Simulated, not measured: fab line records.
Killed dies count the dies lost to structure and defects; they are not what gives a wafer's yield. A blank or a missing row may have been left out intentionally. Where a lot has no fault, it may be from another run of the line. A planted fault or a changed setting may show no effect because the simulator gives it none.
Which tool is to blame? | flow berkeleyCmos170 | 39 wafers from 13 lots sampled at 3 of the route's 331 steps

WHAT THE GAUGES READ, wafer by wafer
UCB170_NLDD_CD_MEAS_06 targets a cd of 1200 nm.
lot  | measured     | on       | cdNm (nm)
L936 | day 7 19:01  | cdSem-02 | 1202.2 1201.5 1200.5
L937 | day 7 19:25  | cdSem-01 | 1198.8 1199.1 1199.3
L938 | day 8 07:14  | cdSem-02 | 1197.4 1197.0 1196.3
L939 | day 8 15:20  | cdSem-02 | 1200.0 1197.9 1199.4
L941 | day 8 15:56  | cdSem-02 | 1199.0 1198.6 1200.8
L943 | day 9 01:59  | cdSem-02 | - - -
L942 | day 9 02:23  | cdSem-01 | 1201.2 1201.2 1200.5
L949 | day 10 15:57 | cdSem-01 | 1201.2 1201.1 1200.9
L951 | day 11 08:00 | cdSem-01 | 1200.2 1201.1 1200.3
L953 | day 11 19:07 | cdSem-02 | 1200.5 1201.3 1202.5
L954 | day 12 00:22 | cdSem-02 | 1202.3 1201.3 1200.9
L955 | day 12 07:08 | cdSem-02 | 1197.6 1198.5 1199.5
L958 | day 13 04:58 | cdSem-01 | 1198.0 1198.2 1199.8

UCB170_NLDD_TW_MEAS_11.
lot  | measured     | on           | NLDD_TW
L936 | day 7 19:33  | filmMetro-02 | 2194 2189 2187
L937 | day 7 19:59  | filmMetro-04 | 2213 2210 2207
L938 | day 8 07:48  | filmMetro-01 | 2229 2227 2225
L939 | day 8 15:53  | filmMetro-04 | 2206 2222 2217
L941 | day 8 16:30  | filmMetro-02 | 2206 2194 2203
L943 | day 9 02:32  | filmMetro-02 | 29 30 30
L942 | day 9 02:56  | filmMetro-04 | 2202 2202 2203
L949 | day 10 16:31 | filmMetro-04 | 2205 2202 2208
L951 | day 11 08:31 | filmMetro-04 | 2193 2211 2198
L953 | day 11 19:39 | filmMetro-02 | 2200 2202 2191
L954 | day 12 00:55 | filmMetro-02 | 2178 2182 2183
L955 | day 12 07:41 | filmMetro-02 | 2198 2191 2183
L958 | day 13 05:30 | filmMetro-04 | 2218 2211 2225

EACH LOT AND THE TOOL THAT RAN IT (in order: tool; ch and the chambers of the sampled wafers; start)
lot  | UCB170_NLDD_EXPOSE_03
L936 | krfScanner-02 ch 0, day 7 18:37
L937 | krfScanner-01 ch 0, day 7 19:02
L938 | krfScanner-01 ch 0, day 8 06:51
L939 | krfScanner-01 ch 0, day 8 14:56
L941 | krfScanner-01 ch 0, day 8 15:20
L943 | krfScanner-01 ch 0, day 9 01:13
L942 | krfScanner-01 ch 0, day 9 01:40
L949 | krfScanner-01 ch 0, day 10 15:32
L951 | krfScanner-02 ch 0, day 11 07:26
L953 | krfScanner-01 ch 0, day 11 18:43
L954 | krfScanner-02 ch 0, day 11 23:49
L955 | krfScanner-01 ch 0, day 12 06:33
L958 | krfScanner-01 ch 0, day 13 04:04
- UCB170_NLDD_EXPOSE_03: exposes mask NSELECT, target cd 1200 nm.

WHAT THE TOOLS THEMSELVES READ (means of the sampled wafers that have a number; where no wafer has one, the mark that the record gives instead)
UCB170_NLDD_EXPOSE_03.
lot  | tool          | focusOffsetNm (nm) | stageVelMmS (mm/s)
L936 | krfScanner-02 | -0.1               | 499.65
L937 | krfScanner-01 | 0.1                | 500.16
L938 | krfScanner-01 | -0.2               | 500.19
L939 | krfScanner-01 | -0.7               | 500.03
L941 | krfScanner-01 | -0.5               | 500.05
L943 | krfScanner-01 | 0.1                | 500.03
L942 | krfScanner-01 | -0.2               | 500.12
L949 | krfScanner-01 | -0.0               | 500.10
L951 | krfScanner-02 | 0.5                | 499.95
L953 | krfScanner-01 | -0.4               | 500.05
L954 | krfScanner-02 | -0.2               | 499.88
L955 | krfScanner-01 | 0.7                | 499.88
L958 | krfScanner-01 | -0.2               | 500.23

THE ANSWER, worked out from the rows above alone
Rule: what is usual is taken from the lots themselves. The widest of any qualifying gaps counts: lots, ordered by their means at a reading, are off when they make up no more than a third of the lots, leave a main group of 4 or more, and stand apart from it by 3 or more times the standard deviation of that group's means. Not used: any main group whose means are identical at the precision the tables above print for the reading. Also off: a lot with no number at a reading for which 4 or more lots have one. All remaining lots with rows at the step are treated as sound. First the gauges in route order, then the tools' own readings, where a lot's mean is used as printed above. At the first step where some lot is off, the reading lying furthest off is the one used; lots without a number count as furthest.
Off: L943, at UCB170_NLDD_CD_MEAS_06 (cdNm). Without a number there: L943. For the main group the mean is 1199.9 nm and the standard deviation 1.4.
A tool fits if, at a process step before that reading, it ran every lot that is off, and no sound lot after the first of them. Not tried: the gauges at UCB170_NLDD_CD_MEAS_06; whatever is off there is also off at UCB170_NLDD_TW_MEAS_11, on other tools, and gauge error can't account for it. Not one of the candidates tried fits.

WHAT THE SIMULATOR PUT IN
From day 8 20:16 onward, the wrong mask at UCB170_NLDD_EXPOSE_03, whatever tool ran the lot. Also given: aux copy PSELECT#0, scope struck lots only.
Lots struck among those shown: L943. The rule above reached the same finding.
